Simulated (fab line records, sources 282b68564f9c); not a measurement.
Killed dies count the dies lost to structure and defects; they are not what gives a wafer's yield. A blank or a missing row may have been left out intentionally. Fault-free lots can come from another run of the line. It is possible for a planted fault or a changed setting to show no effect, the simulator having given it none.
A lot that was struck, set against a sound lot | flow rit-cmos | 17 steps out of a route of 202
Sound: wafers L422.3, L422.4, L422.6. Wafers L440.2, L440.3, L440.6 were the ones struck. The cause is given at the end.
Order at every step that has rows: each side's tool, ch and its chambers, its first start. Under that, the readings that differ: sound wafers | struck wafers | difference of the means | sigmas: that difference in standard deviations of wafers without a fault.
alike: words and numbers the same on both sides, and readings whose means are apart by under 2 such deviations; not compared: readings that were withheld, readings missing a value for some wafer, numbers with overlapping values and no deviation given by the record, and bounds like >300 which may hide the same value.
The two part at a step that has a row with sigmas, a row that says differs or no value, or rows on one side only. Numbers that don't overlap but have no deviation are shown without sigmas and don't part them. A reading that every wafer of one side lacks parts them only if that side has two wafers or more.

RIT_PWELL_TW_MEAS_10:
  sound: film-metro-02 at day 2 18:33; struck: film-metro-02 at day 6 12:31
  alike: PWELL_TW
then, 1 step without rows for these wafers: RIT_WELLDRIVE_ANNEAL_00 (time 14700 s).
RIT_WELLDRIVE_RS_MEAS_01: measurement is done with a four-point probe.
  sound: film-metro-04 at day 2 23:43; struck: film-metro-01 at day 6 18:45
  alike: NWELL_RS
RIT_WELLDRIVE_RS_MEAS_02: measurement is done with a four-point probe.
  sound: film-metro-04 at day 2 23:50; struck: film-metro-01 at day 6 18:52
  alike: PWELL_RS
then, 6 steps without rows for these wafers: RIT_NRETRO_HMDS_00 (prime time 60 s); RIT_NRETRO_COAT_01 (resist thk 1300 nm); RIT_NRETRO_SOFTBAKE_02 (time 60 s); RIT_NRETRO_EXPOSE_03 (exposes mask M4, target cd 43900 nm); RIT_NRETRO_PEB_04; RIT_NRETRO_DEVELOP_05 (develop time 68 s).
RIT_NRETRO_OVL_MEAS_06:
  sound: overlay-02 at day 3 00:56; struck: overlay-01 at day 6 19:59
  alike: NRETRO_OVL
then, 1 step without rows for these wafers: RIT_NRETRO_HARDBAKE_07 (time 120 s).
RIT_NRETRO_IMPLANT_08:
  sound on implanter-03 ch 0, day 3 01:15; struck on implanter-01 ch 0, day 6 20:17
  reading            | sound                         | struck                          | difference  | sigmas
  dose-ions-cm2      | 9.994e+12 9.985e+12 9.987e+12 | 1.6211e+13 1.619e+13 1.6173e+13 | +6.2027e+12 | +99 or more
  faraday-current-uA | 31.4 31.9 32.6                | 52.5 52.2 52.0                  | +20.3       | +34
  alike: end-station-pressure-torr
RIT_NRETRO_STRIP_09: strips in O2, time 180 s.
  sound on plasma-asher-03 ch 0,1, day 3 01:25; struck on plasma-asher-02 ch 0,1, day 6 20:25
  alike: drypump-motor-current-A
  not compared: rf-hours-counter-h
RIT_NRETRO_TW_MEAS_10:
  sound: film-metro-04 at day 3 01:33; struck: film-metro-03 at day 6 20:35
  reading   | sound          | struck         | difference | sigmas
  NRETRO_TW | 1047 1051 1048 | 1212 1215 1215 | +165       | +19
then, 1 step without rows for these wafers: RIT_PRETRO_HMDS_00 (prime time 60 s).
RIT_M1_PROBE_99:
  sound: prober-02 at day 4 07:25; struck: prober-02 at day 7 23:28
  reading                                | sound             | struck            | difference | sigmas
  model.etest.pmos_0p3.r-on-ohm-um       | 6159 6138 6214    | 6996 6948 7109    | +847       |
  model.etest.pmos-turned.r-on-ohm-um    | 3288 3262 3291    | 3935 3902 3824    | +607       |
  model.etest.pmos_0p15.r-on-ohm-um      | 2660 2659 2663    | 3050 3083 2996    | +382       |
  model.etest.pmos_0p15.drive-ua-um      | 265.7 267.5 266.6 | 215 216.8 220.8   | -49        |
  model.etest.pmos-turned.drive-ua-um    | 201.6 204.8 204.4 | 153.3 153.9 156.1 | -49.2      |
  model.etest.pmos-narrow.drive-ua-um    | 102.5 101.8 101.9 | 81.28 81.47 78.6  | -21.62     |
  model.etest.pmos_0p3.drive-ua-um       | 103.4 103.5 102.3 | 81.54 83.09 80.69 | -21.29     |
  model.etest.well-edge-left.line-ohm-um | 182.1 182.3 184.6 | 174.1 173.6 174.3 | -9.0       |
  alike: killed_at_M0_to_M3, killed-at-front-end, killed-dies, killed-open, killed-short

## WHERE THEY PART
First at RIT_NRETRO_IMPLANT_08; last, within this record, at RIT_NRETRO_TW_MEAS_10. Later steps at which nothing parts them and some readings are alike: RIT_M1_PROBE_99.

WHY: the cause the simulator had injected
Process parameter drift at RIT_NRETRO_IMPLANT_08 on implanter-01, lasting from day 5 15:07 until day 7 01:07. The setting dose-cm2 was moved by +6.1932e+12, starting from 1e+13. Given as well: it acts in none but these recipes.
